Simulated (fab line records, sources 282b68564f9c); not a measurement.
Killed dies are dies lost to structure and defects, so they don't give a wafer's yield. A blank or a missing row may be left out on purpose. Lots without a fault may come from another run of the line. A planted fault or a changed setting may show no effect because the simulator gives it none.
fab line records | flow rit_cmos
record lots=7 wafers=21 last_day=7
route steps=202 shown REOX@99 NLDD@103 PLDD@114 SPACER@125 NSD@131 M1@202
lots that met no fault: from a run of the same line without faults
start_h: hours from the record's first day to the start of the lot's first wafer shown | wait_h: hours since the lot's step before | " the same as in the row above | L1.1+2: a row that stands for several wafers | - no value, or no start given | * or withheld: withheld | < > ~ a bound
route shown NAME@n: a module of which the file shows steps, and the number in the route of the first | usual: mean/standard deviation of fault-free wafers | same: alike in all rows | chamber/n: place in a boat | sites: the reading at each site | _std_site: their standard deviation | _edge_site: outer sites' mean less inner sites' | radius_mm: how far each site lies from the wafer's centre | mask NAME#n: copy n | behind: the tool/chamber that last shaped the wafer | hold: why the lot was held/for how many hours/how that ended | device: the transistor (n, p or np) that didn't switch | end of line: the same wafers' tests at the end of the route | a step without rows: its recipe alone | killed: dies lost to structure and defects at the first sort, not the wafer's yield | map: a wafer's dies, x killed, . not, _ none there
set.NAME: the setting as run; set.NAME@STEP: as run at that earlier step | model.NAME: the simulator's own value behind a step, which no gauge read
lots at some steps of the route; a table a step, a row a wafer
services: from which hour (start_h, from the record's first day; less than 0 if before it) a tool's chamber was out of use, for how many hours, and why
## steps
# step RIT_REOX_CLEAN_01
# recipe chemistry=dHF dilution=50:1 time_s=30
# step RIT_REOX_CLEAN_02
# recipe chemistry=SC2 mix=3:3:50 time_s=600 temp_c=75 dry=n2_spin
# step RIT_REOX_OXIDATION_03
# recipe temp_c=900 ambient=O2 target_thk_a=252 ox_time_s=5580
# step RIT_REOX_THK_MEAS_04
# recipe reads=SiO2_of_REOX_OXIDATION_03
# usual REOX_OXIDE_THK=25.1/0.49
# columns lot.wafer tool chamber start_h wait_h REOX_OXIDE_THK[nm]
L121.2 film_metro-02 - 64.26 0.0 25.0
L121.4 " - " " 25.4
L121.5 " - " " 25.8
L126.1 film_metro-02 - 86.27 0.0 24.5
L126.2 " - " " 24.6
L126.3 " - " " 24.7
L133.1 film_metro-02 - 121.22 0.0 25.0
L133.4 " - " " 24.4
L133.5 " - " " 24.6
L134.3 film_metro-02 - 125.29 0.0 24.9
L134.4 " - " " 25.1
L134.5 " - " " 24.6
L135.1 film_metro-03 - 130.82 0.0 25.8
L135.3 " - " " 25.2
L135.4 " - " " 25.4
L136.2 film_metro-04 - 136.84 0.0 24.9
L136.4 " - " " 24.8
L136.6 " - " " 25.1
L139.2 film_metro-02 - 152.91 0.0 24.2
L139.5 " - " " 24.5
L139.6 " - " " 24.5
# step RIT_NLDD_HMDS_00
# recipe prime_time_s=60 prime_temp_c=140
# step RIT_NLDD_COAT_01
# recipe resist=NOVOLAK spin_rpm=3250 resist_thk_nm=1000
# step RIT_NLDD_SOFTBAKE_02
# recipe resist=NOVOLAK temp_c=90 time_s=60
# step RIT_NLDD_EXPOSE_03
# recipe mask_id=M7 na=0.57 target_cd_nm=40700 dose_mj=250
# step RIT_NLDD_PEB_04
# recipe resist=NOVOLAK temp_c=withheld time_s=withheld
# step RIT_NLDD_DEVELOP_05
# recipe resist=NOVOLAK develop_time_s=50 dev_temp_c=23
# step RIT_NLDD_OVL_MEAS_06
# usual NLDD_OVL=-0.5/1.3
# columns lot.wafer tool chamber start_h wait_h NLDD_OVL[nm]
L121.2 overlay-02 - 65.17 - -0.1
L121.4 " - " " -0.8
L121.5 " - " " 0.7
L126.1 overlay-02 - 88.90 - -3.8
L126.2 " - " " -2.7
L126.3 " - " " -3.4
L133.1 overlay-01 - 122.13 - -1.8
L133.4 " - " " 0.2
L133.5 " - " " -0.9
L134.3 overlay-02 - 126.24 - -0.3
L134.4 " - " " -2.8
L134.5 " - " " -1.3
L135.1 overlay-02 - 131.73 - -1.7
L135.3 " - " " -2.8
L135.4 " - " " -0.5
L136.2 overlay-02 - 137.87 - -1.4
L136.4 " - " " -1.1
L136.6 " - " " -0.8
L139.2 overlay-02 - 153.94 - -1.9
L139.5 " - " " -2.6
L139.6 " - " " 0.7
# step RIT_NLDD_HARDBAKE_07
# recipe resist=NOVOLAK temp_c=139.2 time_s=60
# step RIT_NLDD_IMPLANT_08
# recipe species=P energy_kev=20 dose_cm2=5e+14 tilt_deg=7
# usual dose_ions_cm2=4.999e+14/5.4e+11 faraday_current_uA=1574/30
# columns lot.wafer tool chamber start_h wait_h dose_ions_cm2 faraday_current_uA
L121.2 implanter-03 0 65.37 0.1 4.996e+14 1563
L121.4 " 0 " " 4.997e+14 1566
L121.5 " 0 " " 4.991e+14 1500
L126.1 implanter-02 0 89.09 0.1 5.007e+14 1607
L126.2 " 0 " " 5.004e+14 1568
L126.3 " 0 " " 5.005e+14 1566
L133.1 implanter-03 0 122.31 0.1 6.497e+14 2028
L133.4 " 0 " " 6.491e+14 2021
L133.5 " 0 " " 6.493e+14 2090
L134.3 implanter-04 0 126.53 0.1 5.005e+14 1562
L134.4 " 0 " " 5.01e+14 1623
L134.5 " 0 " " 5.008e+14 1554
L135.1 implanter-04 0 131.92 0.1 4.998e+14 1500
L135.3 " 0 " " 4.996e+14 1598
L135.4 " 0 " " 4.999e+14 1594
L136.2 implanter-03 0 138.08 0.1 6.498e+14 2102
L136.4 " 0 " " 6.498e+14 2040
L136.6 " 0 " " 6.495e+14 2049
L139.2 implanter-03 0 154.15 0.1 6.508e+14 2060
L139.5 " 0 " " 6.506e+14 2038
L139.6 " 0 " " 6.502e+14 2003
# step RIT_NLDD_STRIP_09
# recipe chemistry=O2 time_s=180 resist=NOVOLAK platen_temp_c=withheld power_w=500 pressure_mtorr=4000 o2_flow_sccm=4000
# usual drypump_motor_current_A=5.8/0.31
# columns lot.wafer tool chamber start_h wait_h drypump_motor_current_A rf_hours_counter_h
L121.2 plasma_asher-03 0 65.50 0.1 6.1 42
L121.4 " 1 " " 6.0 -
L121.5 " 1 " " 6.0 -
L126.1 plasma_asher-03 0 89.24 0.1 6.1 45
L126.2 " 1 " " 6.0 45
L126.3 " 0 " " 6.1 -
L133.1 plasma_asher-02 0 122.46 0.1 6.0 33
L133.4 " 1 " " 5.3 -
L133.5 " 1 " " 5.3 -
L134.3 plasma_asher-02 0 126.68 0.1 6.0 -
L134.4 " 1 " " 5.3 -
L134.5 " 1 " " 5.3 -
L135.1 plasma_asher-02 0 132.07 0.1 6.0 34
L135.3 " 0 " " 6.0 -
L135.4 " 1 " " 5.3 -
L136.2 plasma_asher-03 0 138.20 0.1 6.1 51
L136.4 " 0 " " 6.1 -
L136.6 " 0 " " 6.0 -
L139.2 plasma_asher-02 1 154.27 0.1 5.3 36
L139.5 " 0 " " 6.0 -
L139.6 " 1 " " 5.3 -
# step RIT_NLDD_TW_MEAS_10
# usual NLDD_TW=2508/13
# columns lot.wafer tool chamber start_h wait_h NLDD_TW
L121.2 film_metro-01 - 65.68 0.1 2500
L121.4 " - " " 2504
L121.5 " - " " 2506
L126.1 film_metro-02 - 89.42 0.1 2515
L126.2 " - " " 2520
L126.3 " - " " 2505
L133.1 film_metro-03 - 122.64 0.1 2671
L133.4 " - " " 2666
L133.5 " - " " 2670
L134.3 film_metro-02 - 126.82 0.1 2513
L134.4 " - " " 2505
L134.5 " - " " 2519
L135.1 film_metro-02 - 132.24 0.1 2513
L135.3 " - " " 2515
L135.4 " - " " 2518
L136.2 film_metro-03 - 138.39 0.1 2653
L136.4 " - " " 2675
L136.6 " - " " 2670
L139.2 film_metro-01 - 154.46 0.1 2697
L139.5 " - " " 2690
L139.6 " - " " 2674
# step RIT_PLDD_HMDS_00
# recipe prime_time_s=60 prime_temp_c=140
# step RIT_PLDD_COAT_01
# recipe resist=NOVOLAK spin_rpm=3250 resist_thk_nm=1000
# step RIT_PLDD_SOFTBAKE_02
# recipe resist=NOVOLAK temp_c=90 time_s=60
# step RIT_PLDD_EXPOSE_03
# recipe mask_id=M8 na=0.57 target_cd_nm=40900 dose_mj=250
# step RIT_PLDD_PEB_04
# recipe resist=NOVOLAK temp_c=withheld time_s=withheld
# step RIT_PLDD_DEVELOP_05
# recipe resist=NOVOLAK develop_time_s=50 dev_temp_c=23
# step RIT_PLDD_OVL_MEAS_06
# usual PLDD_OVL=0.2/1.3
# columns lot.wafer tool chamber start_h wait_h PLDD_OVL[nm]
L121.2 overlay-02 - 66.75 - 0.0
L121.4 " - " " 3.1
L121.5 " - " " 1.7
L126.1 overlay-01 - 90.45 - -0.6
L126.2 " - " " -1.4
L126.3 " - " " -0.2
L133.1 overlay-02 - 123.67 - -0.9
L133.4 " - " " -0.4
L133.5 " - " " -1.1
L134.3 overlay-02 - 127.85 - -0.7
L134.4 " - " " -0.5
L134.5 " - " " 3.2
L135.1 overlay-01 - 133.31 - 0.1
L135.3 " - " " 0.0
L135.4 " - " " -1.6
L136.2 overlay-02 - 139.42 - -0.7
L136.4 " - " " -0.1
L136.6 " - " " -1.7
L139.2 overlay-01 - 155.49 - 1.1
L139.5 " - " " 1.7
L139.6 " - " " 2.1
# step RIT_PLDD_HARDBAKE_07
# recipe resist=NOVOLAK temp_c=140 time_s=60
# step RIT_PLDD_IMPLANT_08
# recipe species=BF2 energy_kev=20 dose_cm2=9e+14 tilt_deg=7.148
# step RIT_PLDD_STRIP_09
# recipe chemistry=O2 time_s=180 resist=NOVOLAK platen_temp_c=withheld power_w=500 pressure_mtorr=4000 o2_flow_sccm=4000
# usual drypump_motor_current_A=5.8/0.33
# columns lot.wafer tool chamber start_h wait_h drypump_motor_current_A rf_hours_counter_h
L121.2 plasma_asher-03 1 67.08 0.1 5.9 42
L121.4 " 0 " " 6.1 -
L121.5 " 0 " " 6.1 -
L126.1 plasma_asher-01 0 90.79 0.1 5.4 42
L126.2 " 1 " " 6.1 42
L126.3 " 1 " " 6.1 -
L133.1 plasma_asher-02 1 124.01 0.1 5.3 33
L133.4 " 0 " " 6.0 -
L133.5 " 0 " " 6.0 -
L134.3 plasma_asher-03 0 128.23 0.1 6.1 -
L134.4 " 1 " " 6.0 -
L134.5 " 0 " " 6.1 -
L135.1 plasma_asher-02 1 133.64 0.1 5.3 34
L135.3 " 0 " " 6.0 -
L135.4 " 1 " " 5.3 -
L136.2 plasma_asher-03 1 139.75 0.1 6.0 51
L136.4 " 1 " " 6.0 -
L136.6 " 0 " " 6.1 -
L139.2 plasma_asher-01 1 155.88 0.1 6.1 49
L139.5 " 1 " " 6.1 -
L139.6 " 0 " " 5.4 -
# step RIT_PLDD_TW_MEAS_10
# usual PLDD_TW=2365/11
# columns lot.wafer tool chamber start_h wait_h PLDD_TW
L121.2 film_metro-01 - 67.27 0.1 2356
L121.4 " - " " 2360
L121.5 " - " " 2347
L126.1 film_metro-01 - 90.96 0.1 2378
L126.2 " - " " 2376
L126.3 " - " " 2385
L133.1 film_metro-02 - 124.18 0.1 2382
L133.4 " - " " 2373
L133.5 " - " " 2374
L134.3 film_metro-03 - 128.37 0.1 2343
L134.4 " - " " 2365
L134.5 " - " " 2361
L135.1 film_metro-01 - 133.82 0.1 2356
L135.3 " - " " 2364
L135.4 " - " " 2374
L136.2 film_metro-01 - 139.93 0.1 2357
L136.4 " - " " 2367
L136.6 " - " " 2354
L139.2 film_metro-01 - 156.07 0.1 2374
L139.5 " - " " 2354
L139.6 " - " " 2370
# step RIT_SPACER_CLEAN_00
# recipe chemistry=SC1 mix=3:3:50 time_s=600 temp_c=75
# step RIT_SPACER_CLEAN_01
# recipe chemistry=dHF dilution=50:1 time_s=30
# step RIT_SPACER_CLEAN_02
# recipe chemistry=SC2 mix=3:3:50 time_s=600 temp_c=75 dry=n2_spin
# step RIT_SPACER_CVD_03
# recipe material=Si3N4 target_thk_nm=250 temp_c=810 precursor=SiH2Cl2/NH3 time_s=3300 pressure_mtorr=300 sih2cl2_flow_sccm=60 nh3_flow_sccm=150
# step RIT_SPACER_THK_MEAS_04
# recipe reads=Si3N4_of_SPACER_CVD_03
# usual SPACER_NITRIDE_THK=250.5/2.1
# columns lot.wafer tool chamber start_h wait_h SPACER_NITRIDE_THK[nm]
L121.2 film_metro-02 - 69.63 0.0 251.9
L121.4 " - " " 252.2
L121.5 " - " " 253.3
L126.1 film_metro-02 - 93.32 0.0 250.9
L126.2 " - " " 250.8
L126.3 " - " " 252.5
L133.1 film_metro-01 - 126.56 0.0 252.4
L133.4 " - " " 250.4
L133.5 " - " " 252.3
L134.3 film_metro-01 - 130.76 0.0 250.6
L134.4 " - " " 249.1
L134.5 " - " " 249.7
L135.1 film_metro-04 - 136.27 0.0 252.7
L135.3 " - " " 252.4
L135.4 " - " " 252.6
L136.2 film_metro-04 - 142.31 0.0 249.5
L136.4 " - " " 250.5
L136.6 " - " " 249.1
L139.2 film_metro-02 - 158.41 0.0 248.4
L139.5 " - " " 249.8
L139.6 " - " " 247.9
# step RIT_SPACER_ETCHBACK_05
# recipe target_depth_a=2500 SF6_flow_sccm=30 CHF3_flow_sccm=30 target=Si3N4 chemistry=SF6/CHF3 pressure_mtorr=40 rf_w=250 time_s=240 stop_on=SiO2
# usual drypump_motor_current_A=5.8/0.5 oes_product_au=0.845/0.015 throttle_valve_pct=10.30/0.13
# columns lot.wafer tool chamber start_h wait_h drypump_motor_current_A oes_product_au rf_hours_counter_h throttle_valve_pct
L121.2 rie_diel-03 3 69.68 0.0 5.7 0.838 149 10.24
L121.4 " 1 " " 5.2 0.854 39 10.15
L121.5 " 1 " " 5.2 0.850 - 10.14
L126.1 rie_diel-04 2 93.38 0.1 5.8 0.822 119 10.24
L126.2 " 1 " " 6.1 0.836 101 10.42
L126.3 " 0 " " 5.7 0.854 74 10.29
L133.1 rie_diel-01 1 126.62 0.1 5.1 0.861 83 10.39
L133.4 " 3 " " 5.8 0.863 22 10.40
L133.5 " 0 " " 5.5 0.856 - 10.56
L134.3 rie_diel-04 1 130.80 0.0 6.1 0.842 102 10.42
L134.4 " 3 " " 6.4 0.866 59 10.24
L134.5 " 3 " " 6.3 0.860 - 10.24
L135.1 rie_diel-04 2 136.33 0.1 5.8 0.821 119 10.22
L135.3 " 1 " " 6.1 0.838 102 10.41
L135.4 " 0 " " 5.7 0.859 75 10.28
L136.2 rie_diel-03 3 142.36 0.0 5.7 0.824 150 10.24
L136.4 " 2 " " 5.9 0.824 29 10.09
L136.6 " 0 " " 6.7 0.826 - 10.26
L139.2 rie_diel-03 0 158.46 0.0 6.6 0.830 11 10.25
L139.5 " 0 " " 6.7 0.829 - 10.25
L139.6 " 1 " " 5.2 0.841 - 10.13
# step RIT_NSD_HMDS_00
# recipe prime_time_s=60 prime_temp_c=140
# step RIT_NSD_COAT_01
# recipe resist=NOVOLAK spin_rpm=3250 resist_thk_nm=1000
# step RIT_NSD_SOFTBAKE_02
# recipe resist=NOVOLAK temp_c=90 time_s=60
# step RIT_NSD_EXPOSE_03
# recipe mask_id=M9 na=0.57 target_cd_nm=40700 dose_mj=250
# step RIT_NSD_PEB_04
# recipe resist=NOVOLAK temp_c=withheld time_s=withheld
# step RIT_NSD_DEVELOP_05
# recipe resist=NOVOLAK develop_time_s=50 dev_temp_c=23
# step RIT_NSD_OVL_MEAS_06
# usual NSD_OVL=0.2/1.4
# columns lot.wafer tool chamber start_h wait_h NSD_OVL[nm]
L121.2 overlay-01 - 70.69 - 1.2
L121.4 " - " " 0.6
L121.5 " - " " 0.9
L126.1 overlay-01 - 94.51 - -0.1
L126.2 " - " " 1.8
L126.3 " - " " -0.1
L133.1 overlay-01 - 127.62 - -2.1
L133.4 " - " " -1.0
L133.5 " - " " -2.9
L134.3 overlay-01 - 132.02 - 1.9
L134.4 " - " " 4.0
L134.5 " - " " 2.8
L135.1 overlay-02 - 137.45 - 0.0
L135.3 " - " " -2.8
L135.4 " - " " -0.4
L136.2 overlay-02 - 143.49 - -1.5
L136.4 " - " " 0.1
L136.6 " - " " 0.3
L139.2 overlay-02 - 159.47 - 0.0
L139.5 " - " " 2.2
L139.6 " - " " -0.4
# step RIT_NSD_HARDBAKE_07
# recipe resist=NOVOLAK temp_c=140 time_s=60
# step RIT_NSD_IMPLANT_08
# recipe species=P energy_kev=24.73 dose_cm2=1e+15 tilt_deg=7
# step RIT_NSD_STRIP_09
# recipe chemistry=O2 time_s=180 resist=NOVOLAK platen_temp_c=withheld power_w=500 pressure_mtorr=4000 o2_flow_sccm=4000
# usual drypump_motor_current_A=5.74/0.28
# columns lot.wafer tool chamber start_h wait_h drypump_motor_current_A rf_hours_counter_h
L121.2 plasma_asher-02 0 71.02 0.1 6.03 27
L121.4 " 0 " " 6.04 -
L121.5 " 1 " " 5.33 -
L126.1 plasma_asher-04 1 94.84 0.1 5.79 48
L126.2 " 0 " " 5.75 48
L126.3 " 0 " " 5.72 -
L133.1 plasma_asher-01 1 127.96 0.1 6.14 46
L133.4 " 0 " " 5.43 -
L133.5 " 1 " " 6.11 -
L134.3 plasma_asher-01 1 132.41 0.1 6.10 -
L134.4 " 0 " " 5.39 -
L134.5 " 1 " " 6.14 -
L135.1 plasma_asher-02 1 137.79 0.1 5.32 35
L135.3 " 0 " " 6.02 -
L135.4 " 1 " " 5.32 -
L136.2 plasma_asher-04 1 143.82 0.1 5.79 3
L136.4 " 0 " " 5.72 -
L136.6 " 0 " " 5.72 -
L139.2 plasma_asher-01 0 159.80 0.1 5.40 49
L139.5 " 0 " " 5.38 -
L139.6 " 1 " " 6.12 -
# step RIT_SDANNEAL_RS_MEAS_07
# recipe thk_meas_gauge=four-point-probe
# usual NLDD_RS=151.8/0.47
# columns lot.wafer tool chamber start_h wait_h NLDD_RS[ohm/sq]
L121.2 film_metro-03 - 73.48 0.1 151.7
L121.4 " - " " 152.2
L121.5 " - " " 151.5
L126.1 film_metro-02 - 97.32 0.1 151.6
L126.2 " - " " 150.8
L126.3 " - " " 151.9
L133.1 film_metro-02 - 130.63 0.1 122.2
L133.4 " - " " 122.4
L133.5 " - " " 122.4
L134.3 film_metro-02 - 134.84 0.1 151.7
L134.4 " - " " 152.0
L134.5 " - " " 151.7
L135.1 film_metro-03 - 140.39 0.1 151.0
L135.3 " - " " 151.3
L135.4 " - " " 151.5
L136.2 film_metro-03 - 146.42 0.1 122.9
L136.4 " - " " 122.4
L136.6 " - " " 122.5
L139.2 film_metro-03 - 162.26 0.1 122.4
L139.5 " - " " 122.5
L139.6 " - " " 122.8
# step RIT_M1_PROBE_99
# usual killed_at_M0_to_M3=0.0/0.2 killed_at_contacts=0.1/0.32 killed_at_front_end=6.7/2.9 killed_dies=6.8/2.9 killed_open=3.3/1.7 killed_short=3.4/2.1
# same gross_dies=264 killed_at_M4_up=0 killed_at_back_side=0 killed_at_other=0
# columns lot.wafer tool chamber start_h wait_h killed_at_M0_to_M3 killed_at_contacts killed_at_front_end killed_dies killed_open killed_short model.etest.nmos_0p3.r_on_ohm_um model.etest.nmos_0p15.r_on_ohm_um model.etest.nldd.rs_ohm_sq model.etest.nmos_turned.drive_ua_um model.etest.nmos_0p15.drive_ua_um model.etest.nldd.line_ohm_um model.etest.retro_edge_nmos.off_log10_a_um model.etest.nmos_0p15.off_log10_a_um
L121.2 prober-02 - 81.08 0.1 0 0 14 14 9 5 2098 1097 368.7 340.7 483.3 116.1 -9.707 -9.807
L121.4 prober-02 - 81.18 0.2 0 0 7 7 5 2 2067 1109 379.2 329.4 477.5 117.8 -10.02 -10.05
L121.5 prober-02 - 81.23 0.2 0 0 11 11 5 6 2133 1128 386.2 318.7 469.6 121.6 -9.78 -9.922
L126.1 prober-01 - 104.19 0.1 0 1 8 9 5 4 2211 1177 370 317.9 449.9 117.3 -10.46 -10.55
L126.2 prober-01 - 104.24 0.1 0 0 6 6 1 5 2182 1141 369.1 321.8 450.8 117.4 -10.4 -10.56
L126.3 prober-01 - 104.29 0.2 0 0 1 1 1 0 2183 1146 372.3 320.3 453 117.8 -10.21 -10.4
L133.1 prober-02 - 140.20 0.1 0 0 1 1 1 0 2053 1008 293.4 385.1 501.9 93.25 -9.223 -9.439
L133.4 prober-02 - 140.35 0.2 0 1 2 3 2 1 2045 1020 282.1 385.6 494.5 89.64 -9.405 -9.586
L133.5 prober-02 - 140.40 0.2 0 0 2 2 0 2 2036 998.5 285.5 393.8 511.3 89.96 -9.039 -9.31
L134.3 prober-01 - 143.98 0.2 0 0 10 10 1 9 2144 1108 361.4 338.4 473.3 115.3 -9.92 -10.08
L134.4 prober-01 - 144.03 0.2 0 0 14 14 9 4 2184 1153 365.5 330.5 464.7 114.1 -10.2 -10.34
L134.5 prober-01 - 144.08 0.2 0 0 11 11 7 4 2193 1148 358.9 337.3 458.6 112.1 -10.32 -10.42
L135.1 prober-02 - 150.66 0.1 0 0 4 4 3 1 2178 1169 409.1 308 471.3 129.1 -9.829 -9.951
L135.3 prober-02 - 150.76 0.2 0 0 5 5 5 0 2158 1126 394.4 314.9 469 124 -10.1 -10.22
L135.4 prober-02 - 150.81 0.2 0 0 6 6 1 5 2170 1138 399.7 312.7 460 128.1 -10.05 -10.26
L136.2 prober-01 - 154.39 0.1 1 0 6 7 4 2 2080 1005 281.9 388.4 501.2 88.47 -8.902 -9.146
L136.4 prober-01 - 154.49 0.2 0 0 2 2 2 0 2070 992.1 280.2 402.9 529.6 88.03 -8.406 -8.559
L136.6 prober-01 - 154.59 0.2 1 0 6 7 1 5 2080 996.8 283.5 394.1 504.1 89.8 -9.18 -9.35
L139.2 prober-02 - 169.48 0.1 0 0 5 5 3 2 2028 989.2 284.4 398.4 517.4 90.11 -9.015 -9.147
L139.5 prober-02 - 169.63 0.2 0 0 5 5 4 1 2042 1004 292 391 505.9 91.11 -9.252 -9.383
L139.6 prober-02 - 169.68 0.2 0 0 5 5 2 3 2060 1008 293.4 391.8 513.8 91.66 -9.134 -9.223
# killed by level:class
L121.2 FOX1:geometric_particle:open=3 GATE:geometric_particle:open=3 FOX1:geometric_particle:short=2 GATE:geometric_particle:short=2 REOX:geometric_particle:open=2 SILICIDE:geometric_particle:short=1 SILICIDE:geometric_particle:open=1
L121.4 SPACER:geometric_particle:open=4 FOX2:geometric_particle:short=1 GATE:geometric_particle:open=1 REOX:geometric_particle:short=1
L121.5 FOX1:geometric_particle:short=2 FOX1:geometric_particle:open=2 GATE:geometric_particle:open=2 SILICIDE:geometric_particle:short=2 FOX2:geometric_particle:short=1 SPACER:geometric_particle:open=1 SPACER:geometric_particle:short=1
L126.1 FOX1:geometric_particle:short=2 FOX1:geometric_particle:open=2 SPACER:geometric_particle:open=2 ACTIVE:geometric_particle:open=1 REOX:geometric_particle:short=1 CONTACT:geometric_particle:short=1
L126.2 FOX1:geometric_particle:short=3 SPACER:geometric_particle:short=2 FOX1:geometric_particle:open=1
L126.3 FOX2:geometric_particle:open=1
L133.1 GATE:geometric_particle:open=1
L133.4 GATE:geometric_particle:short=1 GATE:geometric_particle:open=1 CONTACT:geometric_particle:open=1
L133.5 FOX2:geometric_particle:short=1 SILICIDE:geometric_particle:short=1
L134.3 FOX2:geometric_particle:short=4 FOX1:geometric_particle:short=2 GATE:geometric_particle:short=2 REOX:geometric_particle:short=1 SPACER:geometric_particle:open=1
L134.4 GATE:geometric_particle:open=3 FOX2:geometric_particle:open=2 SPACER:geometric_particle:short=2 ACTIVE:geometric_particle:open=1 FOX1:geometric_particle:open=1 FOX1:geometric_particle:short=1 FOX2:geometric_particle:short=1 REOX:geometric_particle:open=1
L134.5 FOX1:geometric_particle:short=2 FOX2:geometric_particle:open=2 GATE:geometric_particle:open=2 SILICIDE:geometric_particle:open=2 FOX1:geometric_particle:open=1 GATE:geometric_particle:short=1 SPACER:geometric_particle:short=1
L135.1 SPACER:geometric_particle:open=2 REOX:geometric_particle:short=1 SILICIDE:geometric_particle:open=1
L135.3 SILICIDE:geometric_particle:open=2 FOX1:geometric_particle:open=1 GATE:geometric_particle:open=1 SPACER:geometric_particle:open=1
L135.4 REOX:geometric_particle:short=2 FOX1:geometric_particle:short=1 FOX2:geometric_particle:short=1 REOX:geometric_particle:open=1 SILICIDE:geometric_particle:short=1
L136.2 REOX:geometric_particle:open=2 FOX1:geometric_particle:short=1 GATE:geometric_particle:open=1 SPACER:geometric_particle:open=1 SILICIDE:geometric_particle:short=1 M1:coat_microbubble_printed=1
L136.4 GATE:geometric_particle:open=2
L136.6 GATE:geometric_particle:short=4 FOX1:geometric_particle:short=1 GATE:geometric_particle:open=1 M1:coat_microbubble_printed=1
L139.2 SILICIDE:geometric_particle:open=2 FOX1:geometric_particle:open=1 GATE:geometric_particle:short=1 REOX:geometric_particle:short=1
L139.5 FOX2:geometric_particle:open=2 GATE:geometric_particle:short=1 SPACER:geometric_particle:open=1 SILICIDE:geometric_particle:open=1
L139.6 FOX1:geometric_particle:short=1 GATE:geometric_particle:short=1 SPACER:geometric_particle:short=1 SPACER:geometric_particle:open=1 SILICIDE:geometric_particle:open=1
## services
# columns tool chamber start_h hours kind
rie_diel-04 - 61.42 0.1 repair
plasma_asher-01 - 74.94 15.6 pm
rie_diel-03 2 92.13 9.0 repair
implanter-04 - 94.89 1.3 repair
rie_diel-03 0 102.71 4.3 repair
plasma_asher-01 - 106.05 2.8 repair
rie_diel-04 - 107.91 2.8 pm
plasma_asher-04 - 108.81 9.0 pm
plasma_asher-04 0 108.81 9.0 vent_cycle
plasma_asher-04 1 108.81 9.0 vent_cycle
plasma_asher-02 - 116.39 3.3 repair
implanter-04 - 117.44 5.2 pm
plasma_asher-04 0 117.81 - clean
plasma_asher-04 1 117.81 - clean
implanter-02 - 119.42 4.1 repair
implanter-04 - 136.31 2.5 pm
rie_diel-03 3 151.06 - clean
plasma_asher-04 - 153.94 2.8 pm
## key
first_sign step=RIT_NLDD_IMPLANT_08 reading=dose_ions_cm2 direction=up sigmas=99+ usual=4.999e+14 struck=6.499e+14
effect step=RIT_NLDD_IMPLANT_08 reading=faraday_current_uA direction=up sigmas=16 usual=1574 struck=2048
effect step=RIT_NLDD_TW_MEAS_10 reading=NLDD_TW direction=up sigmas=13 usual=2508 struck=2674
effect step=RIT_SDANNEAL_RS_MEAS_07 reading=NLDD_RS direction=down sigmas=62 usual=151.8 struck=122.5
model_effect step=RIT_M1_PROBE_99 value=etest.nmos_0p3.r_on_ohm_um without=2166 struck=2055
met_at RIT_NLDD_IMPLANT_08
struck_wafers L133.1,L133.4,L133.5,L136.2,L136.4,L136.6,L139.2,L139.5,L139.6
tester_left_out L133,L136,L139
onset_between 65.37 122.31
fault kind=process_parameter_drift tool=implanter-03 chamber=- onset_h=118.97 steps=RIT_NLDD_IMPLANT_08 channel=dose_cm2 offset=1.5e+14 shape=step end_h=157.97 acts_in=these_recipes_only stated=5e+14
# tester_left_out: of these lots the tester's yield and bins aren't shown, on N5 and GAA mostly nor the transistor test; their killed dies are dies lost to structure and defects alone, not to doping, threshold or leakage, so they don't give the yield
